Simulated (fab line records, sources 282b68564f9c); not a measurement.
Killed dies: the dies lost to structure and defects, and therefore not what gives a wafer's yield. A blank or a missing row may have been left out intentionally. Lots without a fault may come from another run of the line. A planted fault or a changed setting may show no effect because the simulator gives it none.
Split-lot experiment + flow rit_cmos + 23 wafers read from 5 lots, route of 202 steps

ON THE SPLIT
At RIT_ACTIVE_OXIDATION_01 (target thk 46.8 nm, ox time 3360 s), the setting temp_c was moved away from the recipe's 1000 C on 10 of the 23 wafers read, by -2.4% to +1.3%. All remaining wafers had this setting at the recipe value.

Between the split and the reading, the file records no step.

THE READING
ACTIVE_OXIDE_THK at RIT_ACTIVE_THK_MEAS_02, in nm. On this fab line, fault-free wafers typically give 46.6 nm with a standard deviation of 0.67 nm.

| wafer  | tool, chamber at the split | temp_c as run, C | against the recipe | ACTIVE_OXIDE_THK, nm | against lot-mates on the recipe |
|--------|----------------------------|------------------|--------------------|----------------------|---------------------------------|
| L075.1 | -, -                       | 1000             | recipe             | 47.6                 | -                               |
| L075.3 | -, -                       | 1000             | recipe             | 47.2                 | -                               |
| L075.4 | -, -                       | 1000             | recipe             | 46.1                 | -                               |
| L075.5 | -, -                       | 1000             | recipe             | 47.6                 | -                               |
| L075.6 | -, -                       | 1000             | recipe             | 47.3                 | -                               |
| L077.1 | furnace-03, 0              | 1000             | recipe             | 48.1                 | -                               |
| L077.4 | furnace-03, 0              | 1000             | recipe             | 46.5                 | -                               |
| L077.6 | furnace-03, 0              | 1000             | recipe             | 47.1                 | -                               |
| L080.1 | -, -                       | 975.7            | -2.4%              | 36.6                 | no lot-mate on the recipe       |
| L080.2 | -, -                       | 975.7            | -2.4%              | 37.4                 | no lot-mate on the recipe       |
| L080.3 | -, -                       | 975.7            | -2.4%              | 36.9                 | no lot-mate on the recipe       |
| L080.5 | -, -                       | 975.7            | -2.4%              | 36.4                 | no lot-mate on the recipe       |
| L080.6 | -, -                       | 975.7            | -2.4%              | 37.4                 | no lot-mate on the recipe       |
| L081.1 | -, -                       | 1013             | +1.3%              | 52.3                 | no lot-mate on the recipe       |
| L081.2 | -, -                       | 1013             | +1.3%              | 51.8                 | no lot-mate on the recipe       |
| L081.4 | -, -                       | 1013             | +1.3%              | 51.3                 | no lot-mate on the recipe       |
| L081.5 | -, -                       | 1013             | +1.3%              | 52.4                 | no lot-mate on the recipe       |
| L081.6 | -, -                       | 1013             | +1.3%              | 52.0                 | no lot-mate on the recipe       |
| L082.1 | -, -                       | 1000             | recipe             | 47.6                 | -                               |
| L082.2 | -, -                       | 1000             | recipe             | 46.9                 | -                               |
| L082.4 | -, -                       | 1000             | recipe             | 47.2                 | -                               |
| L082.5 | -, -                       | 1000             | recipe             | 46.3                 | -                               |
| L082.6 | -, -                       | 1000             | recipe             | 47.6                 | -                               |

FIT RESULTS
A straight line over all 23 wafers: ACTIVE_OXIDE_THK changes by +4.06 nm for each +1% of temp_c; r = +0.99; the points scatter about the line by 0.56 nm.
Too few moved wafers with a lot-mate on the recipe to fit a line net of each lot's own level.

THE WHOLE CHAIN: every reading that the file lists as answering this split, in the file's order
| step                    | what it does                                            | reading                                                                             | change (the file's fit)              | r (the file's) |
|-------------------------|---------------------------------------------------------|-------------------------------------------------------------------------------------|--------------------------------------|----------------|
| RIT_ACTIVE_OXIDATION_01 | target thk 46.8 nm, ox time 3360 s                      | SiO2_of_ACTIVE_OXIDATION_01.thk_nm (the simulator's own value, which no gauge read) | +4.07 nm for each +1% of the setting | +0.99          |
| RIT_ACTIVE_THK_MEAS_02  |                                                         | ACTIVE_OXIDE_THK                                                                    | +4.07 for each +1% of the setting    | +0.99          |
| RIT_FOX2_WET_ETCH_03    | etches Si3N4 in H3PO4, target depth 195 nm, time 2700 s | SiO2_of_ACTIVE_OXIDATION_01.thk_nm (the simulator's own value, which no gauge read) | +3.59 nm for each +1% of the setting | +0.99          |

FILE'S OWN FIT
ACTIVE_OXIDE_THK changes by +4.07 nm for each +1% of temp_c, r = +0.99.
